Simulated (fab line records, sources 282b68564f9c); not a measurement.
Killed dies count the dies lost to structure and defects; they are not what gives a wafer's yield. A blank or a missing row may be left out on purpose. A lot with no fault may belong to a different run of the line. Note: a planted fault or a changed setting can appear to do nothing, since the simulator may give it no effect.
What tool caused it? ; flow rit-cmos ; 45 wafers from 15 lots sampled at 2 of the route's 202 steps

## WHAT THE GAUGES READ, wafer by wafer
RIT_CONTACT_THK_MEAS_01.
lot;measured;on;CONTACT_TEOS_THK (nm)
L779;day 3 06:00;film-metro-04;415 415 416
L780;day 3 13:56;film-metro-02;418 418 428
L782;day 3 22:47;film-metro-01;404 409 416
L783;day 4 00:30;film-metro-04;417 413 426
L785;day 4 17:01;film-metro-04;423 419 429
L786;day 4 20:44;film-metro-02;415 423 422
L787;day 4 22:45;film-metro-02;416 418 410
L788;day 5 04:35;film-metro-02;414 417 419
L789;day 5 06:49;film-metro-01;844 846 845
L791;day 5 17:08;film-metro-04;818 821 851
L792;day 5 22:52;film-metro-02;856 862 875
L798;day 7 02:20;film-metro-04;417 423 430
L799;day 7 07:23;film-metro-02;413 414 413
L801;day 7 17:55;film-metro-04;411 418 423
L802;day 7 21:37;film-metro-02;417 408 417

## WHAT TOOL EACH LOT RAN ON (gives the tool, then ch and the chambers of the sampled wafers, and finally the start)
lot;RIT_CONTACT_CVD_00
L779;pecvd-04 ch 0,1,2, day 3 05:56
L780;pecvd-01 ch 0,1,2, day 3 13:52
L782;pecvd-03 ch 0,1,2, day 3 22:44
L783;pecvd-01 ch 0,1,2, day 4 00:26
L785;pecvd-04 ch 0,1, day 4 16:57
L786;pecvd-01 ch 0,2, day 4 20:39
L787;pecvd-03 ch 0,1,2, day 4 22:42
L788;pecvd-04 ch 0,1,2, day 5 04:32
L789;pecvd-01 ch 0,2, day 5 06:31
L791;pecvd-04 ch 0,1,2, day 5 16:52
L792;pecvd-01 ch 0,1, day 5 22:35
L798;pecvd-01 ch 0,1, day 7 02:16
L799;pecvd-03 ch 1,2, day 7 07:19
L801;pecvd-01 ch 0,2, day 7 17:52
L802;pecvd-03 ch 0,1, day 7 21:33
- RIT_CONTACT_CVD_00: deposits SiO2 from TEOS, target thk 400 nm, time 63.96 s.

## AS READ BY THE TOOLS THEMSELVES (means over the sampled wafers that have a number; for cases with no such wafer, the mark the record gives instead)
RIT_CONTACT_CVD_00.
lot;tool;heater-power-w (W)
L779;pecvd-04;312
L780;pecvd-01;317
L782;pecvd-03;324
L783;pecvd-01;343
L785;pecvd-04;330
L786;pecvd-01;371
L787;pecvd-03;291
L788;pecvd-04;276
L789;pecvd-01;344
L791;pecvd-04;326
L792;pecvd-01;291
L798;pecvd-01;402
L799;pecvd-03;341
L801;pecvd-01;383
L802;pecvd-03;338

## THE ANSWER, worked out from the rows above alone
Rule: usual is defined by the lots themselves. Put in order of their means at a reading, lots are off if they are a third of the lots or fewer, leave a main group of 4 or more, and stand apart from it by a gap of 3 or more times the standard deviation of the main group's means; of several such gaps the widest counts. A main group whose means are all the same, to the digits that the tables above print for the reading, isn't used. A lot without any number at a reading at which 4 lots or more have one is off too. Where the step has rows for the other lots, those lots are counted as sound. The gauges are gone through in route order, then the tools' own readings, and for those a lot's mean is taken as printed above. The first step at which some lot is off is used, and at that step the reading that is off furthest; a lot without a number counts as furthest.
Off: at RIT_CONTACT_THK_MEAS_01 (CONTACT_TEOS_THK), L789, L791, L792. For the main group the mean is 417 nm and the standard deviation 4.1.
A tool fits if, at a process step before that reading, it ran every lot that is off, and no sound lot after the first of them. The gauges at RIT_CONTACT_THK_MEAS_01 are tried like those tools. Of those tried, none fits.

## WHAT HAD BEEN PUT IN BY THE SIMULATOR
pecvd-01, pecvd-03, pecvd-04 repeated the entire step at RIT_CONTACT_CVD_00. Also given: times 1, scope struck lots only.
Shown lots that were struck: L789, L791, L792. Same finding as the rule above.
